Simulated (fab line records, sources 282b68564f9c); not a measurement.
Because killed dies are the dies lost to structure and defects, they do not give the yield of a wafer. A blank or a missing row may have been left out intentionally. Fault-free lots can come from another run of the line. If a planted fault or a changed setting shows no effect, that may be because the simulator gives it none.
2 desks looking at one fault ; flow ritCmos ; only its own numbers are on each desk; what lay behind them is given at the end

== METROLOGY DESK ==
Means of the sampled wafers that have a number, per lot and without regard to the tool the lot ran on: this is what the gauges read. If a lot's mean is further than 4 standard deviations from the usual mean, the lot is out of limits and carries the mark OUT (the distance appears in the brackets).
Columns: A = cdNm at RIT_ACTIVE_CD_MEAS_11, usual 1400.4 nm; B = FIELD_OXIDE_LEFT_1_THK at RIT_FOX2_THK_MEAS_90, usual 321 nm; C = FIELD_OXIDE_LEFT_2_THK at RIT_FOX2_THK_MEAS_91, usual 253 nm; D = REOX_OXIDE_THK at RIT_REOX_THK_MEAS_04, usual 24.9 nm
lot;first seen here;A;B;C;D
L450;day 1 14:43;1400.8;327;259;25.1
L451;day 1 19:28;1403.3;315;246;26.0
L452;day 2 00:26;1400.8;329;262;24.4
L453;day 2 05:40;1397.9;326;257;25.1
L455;day 2 15:26;1401.8;323;254;24.8
L456;day 2 20:34;1400.2;317;249;24.7
L457;day 3 01:34;1399.0;309;242;24.9
L458;day 3 06:28;1402.0;324;256;24.8
L460;day 3 16:26;1396.8;311;243;25.0
L462;day 4 02:35;1403.7;321;254;25.3
L468;day 5 10:52;1402.4;317;250;31.0 (+12) OUT
L469;day 5 14:32;1397.5;321;253;30.2 (+10) OUT
L470;day 5 19:26;1399.0;326;257;25.9
L472;day 6 05:28;1400.0;319;251;24.8
This desk finds L468, L469 out of limits, with the earliest case on L468 at day 6 21:10 (REOX_OXIDE_THK at RIT_REOX_THK_MEAS_04). L450, L451, L452, L453, L455, L456, L457, L458, L460, L462, L470, L472 stayed within limits.

== DESK OF THE TOOL OWNER: furnace-03 ==
The tool's own readings at RIT_REOX_OXIDATION_03 (target thk 25.2 nm, ox time 5580 s): means of the sampled wafers that have a number, for each lot that ran on this tool. If a lot's mean is further than 4 standard deviations from the usual mean, the lot is out of limits and carries the mark OUT (the distance appears in the brackets).
Columns: A = spikeTcCentreC at RIT_REOX_OXIDATION_03, usual 903.2 C; B = spikeTcLoadC at RIT_REOX_OXIDATION_03, usual 922.9 C; C = spikeTcSourceC at RIT_REOX_OXIDATION_03, usual 924.7 C; D = tubeCenterTempC at RIT_REOX_OXIDATION_03, usual 900 C; E = tube_center_temp_C_max at RIT_REOX_OXIDATION_03, usual 902.3
lot;first seen here;A;B;C;D;E
L450;day 2 14:34;903.4;922.2;923.1;900;902.2
L451;day 2 19:26;903.0;923.2;922.8;900;902.4
L452;day 3 00:55;902.4;923.0;924.1;900;902.4
L460;day 4 16:38;903.5;922.8;923.5;900;902.3
L462;day 5 04:37;904.4;922.5;924.1;900;902.5
L468;day 6 18:37;923.9 (+19) OUT;942.9 (+14) OUT;943.1 (+10) OUT;920 (+99 or more) OUT;922.3 (+53) OUT
L469;day 6 18:37;923.5 (+18) OUT;943.5 (+15) OUT;943.5 (+10) OUT;920 (+99 or more) OUT;922.7 (+54) OUT
This desk's finding: out of limits on L468, L469; first on L468, day 6 18:37 (spikeTcCentreC at RIT_REOX_OXIDATION_03). L450, L451, L452, L460, L462 stayed within limits.

== PUT TOGETHER ==
The tool owner's desk could have raised an alarm at day 6 18:37, on L468, L469.
An alarm was possible from the metrology desk at day 6 21:10, on L468, L469.
Every lot named ran RIT_REOX_OXIDATION_03 on furnace-03.

== WHAT HAD BEEN PUT IN BY THE SIMULATOR ==
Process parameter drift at RIT_REOX_OXIDATION_03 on furnace-03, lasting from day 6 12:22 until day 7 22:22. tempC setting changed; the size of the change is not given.
Lots struck among those shown: L468, L469.
Delay (hours) between the fault's onset and each desk's first out-of-limits reading: 6 at the tool owner's desk, 9 at the metrology desk.
